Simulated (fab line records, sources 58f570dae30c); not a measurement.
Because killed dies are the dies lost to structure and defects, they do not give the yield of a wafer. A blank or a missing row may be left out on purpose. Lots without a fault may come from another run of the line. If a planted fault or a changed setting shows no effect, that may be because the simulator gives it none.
2 desks looking at one fault || flow berkeley cmos170 || every desk sees just its own numbers, and what lay behind them comes last

AT THE TOOL OWNER'S DESK: litho track-04
The tool's own readings at UCB170_M3_COAT_09, given as means over the sampled wafers that have a number, one for each lot that went through this tool. Any lot whose mean is over 4 standard deviations away from the usual mean is out of limits and marked OUT; that distance is given in the brackets.
Columns: A = dispense pressure kPa at UCB170_M3_COAT_09, usual 49.7 kPa; B = exhaust pa at UCB170_M3_COAT_09, usual 45.1 Pa; C = spin speed rpm at UCB170_M3_COAT_09, usual 3000.2 rpm
{"lot": "L338", "first seen here": "day 8 18:04", "A": 52.0, "B": 45.0, "C": 2998.6}
{"lot": "L340", "first seen here": "day 9 09:01", "A": 52.0, "B": 44.2, "C": 3001.5}
{"lot": "L351", "first seen here": "day 11 11:18", "A": 52.0, "B": 45.3, "C": 3002.6}
{"lot": "L355", "first seen here": "day 13 07:10", "A": 52.0, "B": 44.6, "C": "3401.6 (+99 or more) OUT"}
{"lot": "L359", "first seen here": "day 13 07:59", "A": 52.0, "B": 46.0, "C": "3404.7 (+99 or more) OUT"}
This desk's finding: out of limits on L355, L359; first on L355, day 13 07:10 (spin speed rpm at UCB170_M3_COAT_09). L338, L340, L351: within limits.

METROLOGY DESK
Means of the sampled wafers that have a number, per lot and without regard to the tool the lot ran on: this is what the gauges read. Any lot whose mean is over 4 standard deviations away from the usual mean is out of limits and marked OUT; that distance is given in the brackets.
Columns: A = PVT_OVL at UCB170_PVT_OVL_MEAS_06, usual 4 nm; B = M3_AL_THK at UCB170_M3_THK_MEAS_03, usual 888 nm; C = cd nm at UCB170_M3_CD_MEAS_90, usual 699.5 nm
{"lot": "L338", "first seen here": "day 6 14:49", "A": 1, "B": 907, "C": 699.7}
{"lot": "L340", "first seen here": "day 7 05:35", "A": 3, "B": 879, "C": 696.6}
{"lot": "L342", "first seen here": "day 7 19:02", "A": 11, "B": 878, "C": 701.9}
{"lot": "L345", "first seen here": "day 8 04:50", "A": 9, "B": 892, "C": 698.2}
{"lot": "L347", "first seen here": "day 8 14:03", "A": 1, "B": 912, "C": 699.4}
{"lot": "L346", "first seen here": "day 8 15:03", "A": 1, "B": 892, "C": 699.8}
{"lot": "L350", "first seen here": "day 9 04:04", "A": 4, "B": 884, "C": 698.6}
{"lot": "L351", "first seen here": "day 9 04:42", "A": 2, "B": 878, "C": 700.8}
{"lot": "L354", "first seen here": "day 10 11:19", "A": 1, "B": 867, "C": 697.6}
{"lot": "L356", "first seen here": "day 10 11:35", "A": 7, "B": 885, "C": 699.7}
{"lot": "L357", "first seen here": "day 10 11:40", "A": -2, "B": 890, "C": 699.9}
{"lot": "L359", "first seen here": "day 11 00:41", "A": 3, "B": 874, "C": 697.9}
{"lot": "L355", "first seen here": "day 11 00:57", "A": 2, "B": 906, "C": 696.3}
{"lot": "L360", "first seen here": "day 11 01:02", "A": 1, "B": 910, "C": 697.5}
This desk's finding: nothing out of limits on any of the 14 lots.

BROUGHT TOGETHER
The tool owner's desk had the chance to raise an alarm at day 13 07:10 on L355, L359.
Nothing out of limits was seen by the metrology desk.
The metrology desk holds a record of L355, L359, inside its limits.
UCB170_M3_COAT_09 was run on litho track-04 by each of the lots named.

WHAT THE SIMULATOR HAD PUT IN
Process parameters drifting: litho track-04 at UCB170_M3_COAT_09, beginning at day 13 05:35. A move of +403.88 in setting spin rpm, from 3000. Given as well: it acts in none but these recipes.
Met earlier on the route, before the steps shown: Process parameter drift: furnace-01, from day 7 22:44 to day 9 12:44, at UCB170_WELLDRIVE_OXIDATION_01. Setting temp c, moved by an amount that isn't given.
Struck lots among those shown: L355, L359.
How many hours passed from the start of the fault until each desk's first out-of-limits reading: the tool owner's desk, 2.
